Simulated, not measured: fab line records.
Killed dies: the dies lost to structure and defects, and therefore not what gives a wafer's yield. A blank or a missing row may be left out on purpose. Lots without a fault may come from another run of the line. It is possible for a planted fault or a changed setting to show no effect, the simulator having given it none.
Code-filled problem report in 8D (eight disciplines) form | flow berkeley-cmos170 | the parts of the form that need people (team, actions taken, sign-off) are left out

1. WHAT WENT WRONG
NLDD_RS at UCB170_SDANNEAL_RS_MEAS_05 reads a mean of 564.4 ohm/sq on 4 wafers of 2 lots; wafers without a fault read 620.5 ohm/sq with a standard deviation of 1.3. That puts it -43 standard deviations away from the usual mean.
The step: measures by four-point-probe.
Seen first at day 8 02:24 on film-metro-03, wafer L858.3. At this step, 40 wafers from 14 lots have a number in the record. The rule behind "out" and "out of limits": a value lying over 4 standard deviations away from the usual mean. The other wafers with a number count as sound.

2. WHAT IT IS, AND WHAT IT ISN'T
question                    | is                           | is not
which readings at this step | NLDD_RS                      | -
which lots                  | L858, L860                   | L850, L851, L853, L856, L862, L863, L865, L868, L869, L870, L871, L873
which wafers of those lots  | all that have a number       | -
read on which gauges        | film-metro-03, film-metro-04 | film-metro-02
when                        | from day 8 02:24             | up to then (12 sound wafers); but 24 sound wafers of L862, L863, L865, L868, L869, L870, L871, L873 came after

3. WHAT RULES OUT EACH SUSPECT
Counting: any tool at a process step up to the reading is kept as a suspect provided that every lot that is out went through it and no sound lot did after the first of them.
- the gauge at UCB170_SDANNEAL_RS_MEAS_05: ruled out. The wafers that are out were read on 2 gauges (film-metro-03, film-metro-04).
- plasma-asher-02 at UCB170_ZERO_STRIP_07 (strips in O2): ruled out as a lasting fault. After its first lot that is out, L858 (day 3 12:49), sound lots L865, L868, L869, L870 ran on it.
- implanter-03 at UCB170_NLDD_IMPLANT_08: ruled out as a lasting fault. After its first lot that is out, L858 (day 7 08:39), sound lots L869, L871, L873 ran on it.
Left after counting: nothing in the record.

4. THE CAUSE (what the simulator had put in)
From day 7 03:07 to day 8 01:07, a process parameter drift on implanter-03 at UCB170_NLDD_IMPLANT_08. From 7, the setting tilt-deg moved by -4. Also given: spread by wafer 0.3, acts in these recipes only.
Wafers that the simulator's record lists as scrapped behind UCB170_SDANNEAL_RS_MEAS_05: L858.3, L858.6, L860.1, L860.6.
It was ruled out by counting, in error; the rule expects a fault to strike all lots run on its tool from its start on, and this fault did not.

5. SEQUENCE OF EFFECTS, ordered by route
Each row: a reading where the mean over the struck wafers with a number is more than 3 standard deviations away from the usual. Only readings for which the record gives a usual standard deviation are gone through. hours: the time from each lot's start at the first step in this table that gives one to its start at this step, as a median over the lots. sigmas: the change in usual standard deviations.
hours | step                       | reading | usual        | on struck wafers | change | sigmas
0     | UCB170_SDANNEAL_RS_MEAS_05 | NLDD_RS | 620.5 ohm/sq | 564.4            | -56.1  | -43

6. WHAT WOULD HAVE CAUGHT IT SOONER
23 hours passed between the start of the fault at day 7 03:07 and the first reading out of limits at a measuring or inspecting step in this record, taken at day 8 02:24.
No tool reading at UCB170_NLDD_IMPLANT_08 that has a usual standard deviation in the record was out on any struck wafer, so an alarm limit of 4 standard deviations on those readings would not have fired.
